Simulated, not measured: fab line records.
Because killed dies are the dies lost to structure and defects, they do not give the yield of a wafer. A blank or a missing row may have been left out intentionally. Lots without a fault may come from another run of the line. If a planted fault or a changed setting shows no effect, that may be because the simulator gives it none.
Which tool is to blame? | flow berkeleyCmos170 | 7 lots, 21 wafers sampled, at 2 steps of a route of 331

== WHAT EACH GAUGE READ, for each wafer ==
UCB170_PWELL_THK_MEAS_06.
lot  | measured    | on           | PWELL_NITRIDE_THK (nm)
L165 | day 3 19:40 | filmMetro-03 | 215.7 217.2 219.8
L168 | day 4 19:07 | filmMetro-03 | 214.9 215.1 217.1
L171 | day 5 00:37 | filmMetro-03 | 218.9 221.4 219.8
L173 | day 5 07:34 | filmMetro-01 | 291.9 293.4 293.1 291.8 293.2 293.1
L179 | day 5 21:28 | filmMetro-01 | 217.8 217.4 217.1
L181 | day 6 03:47 | filmMetro-03 | 216.4 215.5 214.4
L185 | day 7 04:19 | filmMetro-01 | 213.8 212.4 212.9

== EACH LOT AND THE TOOL THAT RAN IT (in order: tool; ch and the chambers of the sampled wafers; start) ==
lot  | UCB170_PWELL_CVD_05
L165 | lpcvd-02 ch 1, day 3 17:40
L168 | lpcvd-01 ch 1, day 4 17:12
L171 | lpcvd-01 ch 1, day 4 22:38
L173 | lpcvd-01 ch 0, day 5 05:39
L179 | lpcvd-02 ch 0, day 5 19:32
L181 | lpcvd-02 ch 1, day 6 01:52
L185 | lpcvd-02 ch 1, day 7 02:24
- UCB170_PWELL_CVD_05: deposits Si3N4 from SiH2Cl2/NH3, target thk 220 nm, time 3300 s.

== THE ANSWER, worked out from the rows above alone ==
Rule: the usual values come from the lots themselves. The widest of any qualifying gaps counts: lots, ordered by their means at a reading, are off when they make up no more than a third of the lots, leave a main group of 4 or more, and stand apart from it by 3 or more times the standard deviation of that group's means. The tables above print the reading to a certain number of digits; a main group whose means all agree to those digits is not used. A lot without any number at a reading at which 4 lots or more have one is off too. Where the step has rows for the other lots, those lots are counted as sound.
Off: L173, at UCB170_PWELL_THK_MEAS_06 (PWELL_NITRIDE_THK). The main group: mean 216.5 nm, standard deviation 2.2.
If a tool, at a process step before that reading, ran all the lots that are off and no sound lot after the first of them, it fits. Gauges at UCB170_PWELL_THK_MEAS_06: tried the same way as those tools. One fits: UCB170_PWELL_CVD_05 on lpcvd-01. A fault onset in the window from L171 (day 4 22:38, its last sound lot) to L173 (day 5 05:39, its first lot off) fits.

== WHAT THE SIMULATOR HAD PUT IN ==
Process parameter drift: lpcvd-01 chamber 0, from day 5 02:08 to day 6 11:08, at UCB170_PWELL_CVD_05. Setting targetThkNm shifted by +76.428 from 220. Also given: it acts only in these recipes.
Struck lots among those shown: L173. This agrees with what the rule above found.
